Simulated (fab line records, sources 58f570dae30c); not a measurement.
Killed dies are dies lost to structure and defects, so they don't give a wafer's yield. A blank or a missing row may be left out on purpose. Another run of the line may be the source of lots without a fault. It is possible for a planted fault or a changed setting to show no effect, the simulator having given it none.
Which tool was responsible? | flow berkeley-cmos170 | Sampling: 13 lots, 39 wafers, 6 of 331 route steps

## WHAT EACH GAUGE READ, for each wafer
UCB170_PFIELD_OVL_MEAS_06. Usual: PFIELD_OVL typically reads 1 nm, with standard deviation 5.2.
lot  | measured    | on         | PFIELD_OVL (nm) | flag
L869 | day 5 06:28 | overlay-01 | -2 6 -3         |
L870 | day 5 07:34 | overlay-02 | -1 -2 3         |
L871 | day 5 19:27 | overlay-01 | -8 1 -6         |
L873 | day 6 11:43 | overlay-02 | - - -           | OFF
L880 | day 7 17:08 | overlay-02 | -9 -6 -7        |
L881 | day 7 17:23 | overlay-01 | -3 -3 -4        |
L884 | day 8 09:52 | overlay-02 | 10 7 7          |
L885 | day 8 12:01 | overlay-02 | 2 -3 -1         |
L883 | day 8 11:46 | overlay-01 | 3 4 2           |
L882 | day 8 12:06 | overlay-02 | -3 -10 2        |
L886 | day 9 03:16 | overlay-01 | 4 12 8          |
L887 | day 9 03:44 | overlay-01 | 6 5 5           |
L888 | day 9 15:01 | overlay-01 | 0 -7 -2         |

UCB170_PFIELD_TW_MEAS_09. Usual: PFIELD_TW typically reads 601, with standard deviation 3.6.
lot  | measured    | on            | PFIELD_TW   | flag
L869 | day 5 06:46 | film-metro-04 | 600 598 604 |
L870 | day 5 07:51 | film-metro-01 | 605 605 602 |
L871 | day 5 19:44 | film-metro-04 | 599 602 601 |
L873 | day 6 12:01 | film-metro-01 | 30 30 30    | OFF
L880 | day 7 17:26 | film-metro-04 | 595 596 595 |
L881 | day 7 17:40 | film-metro-04 | 593 595 592 |
L884 | day 8 10:10 | film-metro-03 | 604 606 605 |
L885 | day 8 12:18 | film-metro-01 | 604 602 601 |
L883 | day 8 12:04 | film-metro-03 | 608 609 608 |
L882 | day 8 12:23 | film-metro-03 | 604 608 608 |
L886 | day 9 03:33 | film-metro-01 | 600 597 598 |
L887 | day 9 04:01 | film-metro-03 | 601 596 596 |
L888 | day 9 15:19 | film-metro-03 | 598 600 600 |

UCB170_SCREENOX_THK_MEAS_02. Usual: SCREENOX_OXIDE_THK typically reads 14.30 nm, with standard deviation 0.23.
lot  | measured     | on            | SCREENOX_OXIDE_THK (nm) | flag
L869 | day 6 12:55  | film-metro-03 | 14.95 14.94 14.74       |
L870 | day 6 12:53  | film-metro-02 | 14.43 14.51 14.37       |
L871 | day 7 02:52  | film-metro-03 | 14.06 13.91 14.09       |
L873 | day 7 16:46  | film-metro-04 | 14.38 14.29 14.45       |
L880 | day 8 20:47  | film-metro-04 | 14.57 14.60 14.38       |
L881 | day 8 20:47  | film-metro-03 | 14.12 14.19 14.51       |
L884 | day 9 14:51  | film-metro-02 | 14.34 14.39 14.53       |
L885 | day 9 14:50  | film-metro-04 | 14.25 14.37 14.47       |
L883 | day 9 14:52  | film-metro-03 | 14.27 14.31 14.38       |
L882 | day 9 14:54  | film-metro-03 | 14.44 14.20 14.48       |
L886 | day 10 07:08 | film-metro-02 | 14.05 14.21 14.14       |
L887 | day 10 07:10 | film-metro-04 | 14.59 14.37 14.48       |
L888 | day 10 20:23 | film-metro-02 | 14.55 14.82 14.49       |

## WHAT TOOL EACH LOT RAN ON (gives the tool, then ch and the chambers of the sampled wafers, and finally the start)
lot  | UCB170_ACTIVE_ETCH_15             | UCB170_PFIELD_EXPOSE_03          | UCB170_PFIELD_STRIP_08
L869 | rie-diel-04 ch 1,2,3, day 5 03:47 | krf-scanner-02 ch 0, day 5 05:38 | plasma-asher-01 ch 0,1, day 5 06:41
L870 | rie-diel-04 ch 1,3, day 5 04:31   | krf-scanner-01 ch 0, day 5 06:19 | plasma-asher-02 ch 0,1, day 5 07:45
L871 | rie-diel-02 ch 0,2,3, day 5 17:44 | krf-scanner-01 ch 0, day 5 19:02 | plasma-asher-01 ch 0,1, day 5 19:39
L873 | rie-diel-04 ch 0,2,3, day 6 09:19 | krf-scanner-01 ch 0, day 6 10:34 | plasma-asher-01 ch 0,1, day 6 11:55
L880 | rie-diel-03 ch 0,1, day 7 15:31   | krf-scanner-01 ch 0, day 7 16:45 | plasma-asher-04 ch 0,1, day 7 17:20
L881 | rie-diel-02 ch 0,1,2, day 7 15:46 | krf-scanner-02 ch 0, day 7 16:59 | plasma-asher-01 ch 0,1, day 7 17:34
L884 | rie-diel-02 ch 0,1,3, day 8 08:28 | krf-scanner-02 ch 0, day 8 09:29 | plasma-asher-02 ch 0,1, day 8 10:03
L885 | rie-diel-03 ch 0,1,2, day 8 08:41 | krf-scanner-01 ch 0, day 8 11:08 | plasma-asher-02 ch 0,1, day 8 12:12
L883 | rie-diel-04 ch 0,2,3, day 8 08:46 | krf-scanner-02 ch 0, day 8 10:53 | plasma-asher-02 ch 0,1, day 8 11:58
L882 | rie-diel-02 ch 0,1, day 8 09:02   | krf-scanner-01 ch 0, day 8 11:16 | plasma-asher-01 ch 0,1, day 8 12:17
L886 | rie-diel-03 ch 1,2,3, day 9 01:30 | krf-scanner-02 ch 0, day 9 02:40 | plasma-asher-02 ch 0,1, day 9 03:27
L887 | rie-diel-04 ch 0,2,3, day 9 01:44 | krf-scanner-01 ch 0, day 9 03:10 | plasma-asher-02 ch 0,1, day 9 03:56
L888 | rie-diel-02 ch 1,2,3, day 9 11:36 | krf-scanner-01 ch 0, day 9 14:37 | plasma-asher-02 ch 0,1, day 9 15:13
- UCB170_ACTIVE_ETCH_15: etches Si3N4 in CH3F/Ar/O2, stops on SiO2, target depth 242 nm, time 151 s.
- UCB170_PFIELD_EXPOSE_03: exposes mask PFIELD, target cd 1500 nm.
- UCB170_PFIELD_STRIP_08: strips in O2.

## WHAT THE TOOLS THEMSELVES READ (means of the sampled wafers that have a number; where no wafer has one, the mark that the record gives instead)
UCB170_ACTIVE_ETCH_15. Usual: drypump-motor-current-A 5.78 A, standard deviation 0.28; mfc-ar-sccm 50.01 sccm, standard deviation 0.13; oes-product-au 0.941 a.u., standard deviation 0.016; throttle-valve-pct 8.08 %, standard deviation 0.15.
lot  | tool        | drypump-motor-current-A (A) | mfc-ar-sccm (sccm) | oes-product-au (a.u.) | throttle-valve-pct (%) | flag
L869 | rie-diel-04 | 5.61                        | 50.00              | 0.954                 | 8.12                   |
L870 | rie-diel-04 | 5.51                        | 49.95              | 0.952                 | 8.12                   |
L871 | rie-diel-02 | 5.79                        | 50.13              | 0.932                 | 8.08                   |
L873 | rie-diel-04 | 5.67                        | 50.11              | 0.946                 | 8.00                   |
L880 | rie-diel-03 | 5.68                        | 49.96              | 0.929                 | 8.19                   |
L881 | rie-diel-02 | 5.78                        | 50.07              | 0.931                 | 8.22                   |
L884 | rie-diel-02 | 5.87                        | 49.90              | 0.940                 | 8.10                   |
L885 | rie-diel-03 | 5.83                        | 49.91              | 0.939                 | 8.10                   |
L883 | rie-diel-04 | 5.65                        | 50.07              | 0.951                 | 8.00                   |
L882 | rie-diel-02 | 5.56                        | 49.92              | 0.943                 | 8.21                   |
L886 | rie-diel-03 | 5.85                        | 50.02              | 0.936                 | 8.00                   |
L887 | rie-diel-04 | 5.65                        | 49.90              | 0.952                 | 7.99                   |
L888 | rie-diel-02 | 6.09                        | 50.07              | 0.928                 | 8.11                   |

UCB170_PFIELD_EXPOSE_03. Usual: reticle-temp-C reads 23.01 C (standard deviation 0.11).
lot  | tool           | reticle-temp-C (C) | flag
L869 | krf-scanner-02 | 22.93              |
L870 | krf-scanner-01 | 23.10              |
L871 | krf-scanner-01 | 23.09              |
L873 | krf-scanner-01 | 23.07              |
L880 | krf-scanner-01 | 23.12              |
L881 | krf-scanner-02 | 22.89              |
L884 | krf-scanner-02 | 22.99              |
L885 | krf-scanner-01 | 23.06              |
L883 | krf-scanner-02 | 23.10              |
L882 | krf-scanner-01 | 22.92              |
L886 | krf-scanner-02 | 23.14              |
L887 | krf-scanner-01 | 23.00              |
L888 | krf-scanner-01 | 22.88              |

UCB170_PFIELD_STRIP_08. Usual: drypump-motor-current-A 5.71 A, standard deviation 0.26; oes-product-au 0.734 a.u., standard deviation 0.0045; strip-time-to-endpoint-s 21.43 s, standard deviation 0.071.
lot  | tool            | drypump-motor-current-A (A) | oes-product-au (a.u.) | strip-time-to-endpoint-s (s) | flag
L869 | plasma-asher-01 | 5.78                        | 0.736                 | 21.34                        |
L870 | plasma-asher-02 | 5.78                        | 0.736                 | 21.32                        |
L871 | plasma-asher-01 | 5.64                        | 0.737                 | 21.44                        |
L873 | plasma-asher-01 | 5.80                        | 0.734                 | 21.47                        |
L880 | plasma-asher-04 | 5.32                        | 0.733                 | 21.45                        |
L881 | plasma-asher-01 | 5.76                        | 0.734                 | 21.48                        |
L884 | plasma-asher-02 | 5.79                        | 0.737                 | 21.46                        |
L885 | plasma-asher-02 | 5.79                        | 0.734                 | 21.45                        |
L883 | plasma-asher-02 | 5.86                        | 0.735                 | 21.38                        |
L882 | plasma-asher-01 | 5.65                        | 0.732                 | 21.52                        |
L886 | plasma-asher-02 | 5.85                        | 0.732                 | 21.56                        |
L887 | plasma-asher-02 | 5.80                        | 0.733                 | 21.50                        |
L888 | plasma-asher-02 | 5.80                        | 0.739                 | 21.45                        |

## THE ANSWER, worked out from the rows above alone
Rule: lot off if the mean of its wafers having a number is beyond 3 standard deviations from the usual mean. Also off: a lot with no number at a reading for which 4 or more lots have one. The other lots that the step has rows for count as sound. After the gauges, taken in route order, come the tools' own readings; for these a lot's mean is taken, as printed above. At the first step where some lot is off, the reading lying furthest off is the one used; lots without a number count as furthest.
Off: L873, seen at UCB170_PFIELD_OVL_MEAS_06 (PFIELD_OVL). Without a number there: L873.
If a tool, at a process step before that reading, ran all the lots that are off and no sound lot after the first of them, it fits. Not tried: the gauges at UCB170_PFIELD_OVL_MEAS_06; whatever is off there is also off at UCB170_PFIELD_TW_MEAS_09, on other tools, and gauge error can't account for it. None of those tried fits.

## WHAT HAD BEEN PUT IN BY THE SIMULATOR
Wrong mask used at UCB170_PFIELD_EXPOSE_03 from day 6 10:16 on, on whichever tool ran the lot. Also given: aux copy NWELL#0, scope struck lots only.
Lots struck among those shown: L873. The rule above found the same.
